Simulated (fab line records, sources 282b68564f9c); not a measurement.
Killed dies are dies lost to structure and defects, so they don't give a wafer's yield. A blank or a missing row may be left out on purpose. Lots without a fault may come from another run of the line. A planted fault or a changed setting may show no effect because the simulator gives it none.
fab line records | flow rit_cmos
record lots=6 wafers=18 last_day=7
route steps=202 shown PLDD@116 SPACER@125
lots that met no fault: from a run of the same line without faults
start_h: hours from the record's first day to the start of the lot's first wafer shown | wait_h: hours since the lot's step before | " the same as in the row above | L1.1+2: a row that stands for several wafers | - no value, or no start given | * or withheld: withheld | < > ~ a bound
route shown NAME@n: a module of which the file shows steps, and the number in the route of the first | usual: mean/standard deviation of fault-free wafers | same: alike in all rows | chamber/n: place in a boat | sites: the reading at each site | _std_site: their standard deviation | _edge_site: outer sites' mean less inner sites' | radius_mm: how far each site lies from the wafer's centre | mask NAME#n: copy n | behind: the tool/chamber that last shaped the wafer | hold: why the lot was held/for how many hours/how that ended | device: the transistor (n, p or np) that didn't switch | end of line: the same wafers' tests at the end of the route | a step without rows: its recipe alone | killed: dies lost to structure and defects at the first sort, not the wafer's yield | map: a wafer's dies, x killed, . not, _ none there
set.NAME: the setting as run; set.NAME@STEP: as run at that earlier step | model.NAME: the simulator's own value behind a step, which no gauge read
lots at some steps of the route; a table a step, a row a wafer
services: from which hour (start_h, from the record's first day; less than 0 if before it) a tool's chamber was out of use, for how many hours, and why
## steps
# step RIT_PLDD_SOFTBAKE_02
# recipe resist=NOVOLAK temp_c=90 time_s=60
# step RIT_PLDD_EXPOSE_03
# recipe mask_id=M8 na=0.57 target_cd_nm=40900 dose_mj=250
# step RIT_PLDD_PEB_04
# recipe resist=NOVOLAK temp_c=withheld time_s=withheld
# step RIT_PLDD_DEVELOP_05
# recipe resist=NOVOLAK develop_time_s=50 dev_temp_c=23
# step RIT_PLDD_OVL_MEAS_06
# usual PLDD_OVL=-0.2/1.5
# columns lot.wafer tool chamber start_h wait_h PLDD_OVL[nm]
L992.2 overlay-01 - 42.71 - 0.1
L992.4 " - " " -0.3
L992.5 " - " " -0.2
L996.2 overlay-01 - 62.80 - 2.3
L996.5 " - " " 0.3
L996.6 " - " " 1.9
L100.3 overlay-01 - 83.67 - -0.8
L100.4 " - " " -0.7
L100.5 " - " " 0.5
L101.2 overlay-02 - 88.94 - -1.5
L101.5 " - " " -1.8
L101.6 " - " " -1.2
L103.3 overlay-02 - 99.51 - 0.4
L103.5 " - " " -1.8
L103.6 " - " " -1.7
L115.1 overlay-02 - 158.38 - -1.0
L115.3 " - " " -0.4
L115.5 " - " " -0.2
# step RIT_PLDD_HARDBAKE_07
# recipe resist=NOVOLAK temp_c=140 time_s=60
# step RIT_PLDD_IMPLANT_08
# recipe species=BF2 energy_kev=20 dose_cm2=9e+14 tilt_deg=7
# step RIT_PLDD_STRIP_09
# recipe chemistry=O2 time_s=180 resist=NOVOLAK platen_temp_c=withheld power_w=500 pressure_mtorr=4000 o2_flow_sccm=4000
# usual drypump_motor_current_A=5.6/0.46
# columns lot.wafer tool chamber start_h wait_h drypump_motor_current_A rf_hours_counter_h
L992.2 plasma_asher-03 1 43.04 0.1 5.8 38
L992.4 " 1 " " 5.8 -
L992.5 " 0 " " 6.0 -
L996.2 plasma_asher-01 1 63.13 0.1 5.2 41
L996.5 " 0 " " 4.6 -
L996.6 " 1 " " 5.2 -
L100.3 plasma_asher-03 0 84.06 0.1 6.0 -
L100.4 " 1 " " 5.9 -
L100.5 " 0 " " 5.9 -
L101.2 plasma_asher-01 1 89.34 0.1 5.2 44
L101.5 " 1 " " 5.2 -
L101.6 " 0 " " 4.7 -
L103.3 plasma_asher-03 0 99.90 0.1 5.9 -
L103.5 " 0 " " 6.0 -
L103.6 " 1 " " 5.8 -
L115.1 plasma_asher-03 1 158.71 0.1 5.8 50
L115.3 " 0 " " 6.0 -
L115.5 " 1 " " 5.8 -
# step RIT_PLDD_TW_MEAS_10
# usual PLDD_TW=2358/12
# columns lot.wafer tool chamber start_h wait_h PLDD_TW
L992.2 film_metro-04 - 43.22 0.1 2350
L992.4 " - " " 2351
L992.5 " - " " 2350
L996.2 film_metro-01 - 63.31 0.1 2353
L996.5 " - " " 2365
L996.6 " - " " 2352
L100.3 film_metro-03 - 84.19 0.1 2345
L100.4 " - " " 2377
L100.5 " - " " 2369
L101.2 film_metro-04 - 89.52 0.1 2346
L101.5 " - " " 2346
L101.6 " - " " 2360
L103.3 film_metro-01 - 100.03 0.1 2348
L103.5 " - " " 2361
L103.6 " - " " 2359
L115.1 film_metro-03 - 158.89 0.1 2363
L115.3 " - " " 2359
L115.5 " - " " 2357
# step RIT_SPACER_CLEAN_00
# recipe chemistry=SC1 mix=3:3:50 time_s=600 temp_c=75
# step RIT_SPACER_CLEAN_01
# recipe chemistry=dHF dilution=50:1 time_s=30
# step RIT_SPACER_CLEAN_02
# recipe chemistry=SC2 mix=3:3:50 time_s=600 temp_c=75 dry=n2_spin
# step RIT_SPACER_CVD_03
# recipe material=Si3N4 target_thk_nm=250 temp_c=810 precursor=SiH2Cl2/NH3 time_s=3300 pressure_mtorr=300 sih2cl2_flow_sccm=60 nh3_flow_sccm=150
# usual spike_tc_load_C=834.8/2.5 zone_power_load_pct=20.4/1
# columns lot.wafer tool chamber start_h wait_h spike_tc_load_C zone_power_load_pct model.Si3N4_of_SPACER_CVD_03.thk_nm
L992.2 lpcvd-01 1 43.64 0.0 830.0 17.5 248.3
L992.4 " 1 " " 832.2 17.7 248.4
L992.5 " 1 " " 832.4 17.8 247.2
L996.2 lpcvd-02 0 63.74 0.0 836.5 21.1 251.6
L996.5 " 0 " " 838.2 20.9 251.8
L996.6 " 0 " " 838.5 20.9 251.1
L100.3 lpcvd-02 1 84.60 0.0 833.0 20.3 372.6
L100.4 " 1 " " 834.1 20.4 374.3
L100.5 " 1 " " 833.5 20.6 373.3
L101.2 lpcvd-02 1 89.96 0.0 833.0 20.8 370.9
L101.5 " 1 " " 834.9 20.7 369.6
L101.6 " 1 " " 832.6 20.1 371
L103.3 lpcvd-01 1 100.44 0.0 830.2 17.9 243
L103.5 " 1 " " 831.7 17.6 244.8
L103.6 " 1 " " 832.2 17.8 243.2
L115.1 lpcvd-02 1 159.36 0.0 831.3 20.7 247.5
L115.3 " 1 " " 831.7 20.7 246.9
L115.5 " 1 " " 832.4 20.5 247
# step RIT_SPACER_THK_MEAS_04
# recipe reads=Si3N4_of_SPACER_CVD_03
# usual SPACER_NITRIDE_THK=249.3/2.4
# columns lot.wafer tool chamber start_h wait_h SPACER_NITRIDE_THK[nm]
L992.2 film_metro-03 - 45.57 0.0 248.3
L992.4 " - " " 248.4
L992.5 " - " " 246.9
L996.2 film_metro-03 - 65.67 0.0 251.5
L996.5 " - " " 251.9
L996.6 " - " " 251.2
L100.3 film_metro-04 - 86.54 0.0 372.7
L100.4 " - " " 374.2
L100.5 " - " " 373.2
L101.2 film_metro-02 - 91.88 0.0 370.8
L101.5 " - " " 369.6
L101.6 " - " " 371.2
L103.3 film_metro-03 - 102.38 0.0 242.9
L103.5 " - " " 244.9
L103.6 " - " " 243.2
L115.1 film_metro-04 - 161.28 0.0 247.4
L115.3 " - " " 246.9
L115.5 " - " " 247.1
# step RIT_SPACER_ETCHBACK_05
# recipe target_depth_a=2500 SF6_flow_sccm=30 CHF3_flow_sccm=30 target=Si3N4 chemistry=SF6/CHF3 pressure_mtorr=40 rf_w=241.3 time_s=240 stop_on=SiO2
# usual drypump_motor_current_A=5.8/0.44 oes_product_au=0.840/0.013 throttle_valve_pct=10.29/0.17
# columns lot.wafer tool chamber start_h wait_h drypump_motor_current_A oes_product_au rf_hours_counter_h throttle_valve_pct model.Si3N4_of_SPACER_CVD_03.thk_nm model.etch.depth_nm
L992.2 rie_diel-04 2 45.62 0.0 5.3 0.830 6 10.56 195.8 248.3
L992.4 " 1 " " 6.1 0.841 43 10.02 196.4 248.4
L992.5 " 3 " " 5.1 0.819 - 10.57 195.7 247.2
L996.2 rie_diel-01 3 65.72 0.0 5.5 0.834 4 10.28 197.9 251.6
L996.5 " 3 " " 5.5 0.858 - 10.25 198.7 251.8
L996.6 " 0 " " 6.1 0.848 - 10.12 197.6 251.1
L100.3 rie_diel-01 1 86.58 0.0 5.8 0.981 0 10.35 293.2 308
L100.4 " 2 " " 6.2 1.014 52 10.24 295.3 305.2
L100.5 " 3 " " 5.5 0.994 - 10.30 293.3 309.9
L101.2 rie_diel-02 1 91.93 0.0 6.5 0.975 3 10.47 293.3 302.2
L101.5 " 2 " " 5.5 0.973 - 10.41 290.7 308.6
L101.6 " 1 " " 6.5 0.981 - 10.46 293.2 303.2
L103.3 rie_diel-04 1 102.42 0.0 6.1 0.820 44 10.00 191.3 243
L103.5 " 2 " " 5.3 0.829 - 10.54 193.5 244.8
L103.6 " 3 " " 5.1 0.808 - 10.58 192.3 243.2
L115.1 rie_diel-01 3 161.34 0.1 5.5 0.829 6 10.25 195 247.5
L115.3 " 2 " " 6.2 0.846 54 10.17 195.9 246.9
L115.5 " 1 " " 5.8 0.819 - 10.31 194.5 247
## services
# columns tool chamber start_h hours kind
rie_diel-04 2 27.79 10.4 repair
rie_diel-01 0 30.76 19.4 repair
rie_diel-01 1 32.34 2.6 repair
rie_diel-02 - 39.46 1.9 repair
rie_diel-04 1 46.52 11.5 repair
rie_diel-01 1 50.16 - clean
rie_diel-01 1 50.16 19.1 scheduled_down
rie_diel-01 1 50.16 19.1 vent_cycle
rie_diel-04 1 58.94 12.4 repair
rie_diel-01 - 60.98 4.1 repair
rie_diel-04 3 63.48 12.8 repair
rie_diel-01 - 67.61 0.7 repair
rie_diel-02 - 71.46 2.8 pm
rie_diel-04 2 78.94 5.8 repair
rie_diel-04 3 114.91 13.8 repair
rie_diel-02 3 117.52 - clean
rie_diel-02 3 117.52 15.7 scheduled_down
rie_diel-04 0 123.08 3.4 repair
rie_diel-02 2 126.91 3.8 repair
rie_diel-01 0 146.91 - clean
rie_diel-01 0 146.91 17.6 scheduled_down
rie_diel-01 0 146.91 17.6 vent_cycle
lpcvd-01 - 152.23 0.7 repair
rie_diel-04 2 154.73 7.5 repair
## key
first_sign step=RIT_SPACER_THK_MEAS_04 reading=SPACER_NITRIDE_THK direction=up sigmas=51 usual=249.3 struck=371.9
effect step=RIT_SPACER_ETCHBACK_05 reading=oes_product_au direction=up sigmas=11 usual=0.840 struck=0.986
model_effect step=RIT_SPACER_CVD_03 value=Si3N4_of_SPACER_CVD_03.thk_nm without=249.3 struck=371.9
model_effect step=RIT_SPACER_ETCHBACK_05 value=Si3N4_of_SPACER_CVD_03.thk_nm without=196.5 struck=293.2
met_at RIT_SPACER_CVD_03
struck_wafers L100.3,L100.4,L100.5,L101.2,L101.5,L101.6
later_rows_left_out L100.3,L100.4,L100.5,L101.2,L101.5,L101.6
sort_left_out L100.3,L100.4,L100.5,L101.2,L101.5,L101.6
tester_left_out L100,L101
fault kind=process_parameter_drift tool=lpcvd-02 chamber=1 onset_h=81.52 steps=RIT_SPACER_CVD_03 channel=target_thk_nm offset=122.64 shape=step end_h=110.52 acts_in=these_recipes_only stated=250
# tester_left_out: of these lots the tester's yield and bins aren't shown, on N5 and GAA mostly nor the transistor test; their killed dies are dies lost to structure and defects alone, not to doping, threshold or leakage, so they don't give the yield
# sort_left_out: the simulated sort isn't trusted on such a fault, so these wafers' sort isn't shown, and their yield isn't known
# later_rows_left_out: the simulator's readings of these wafers behind a module that went badly wrong aren't trusted and aren't shown, but for the sort
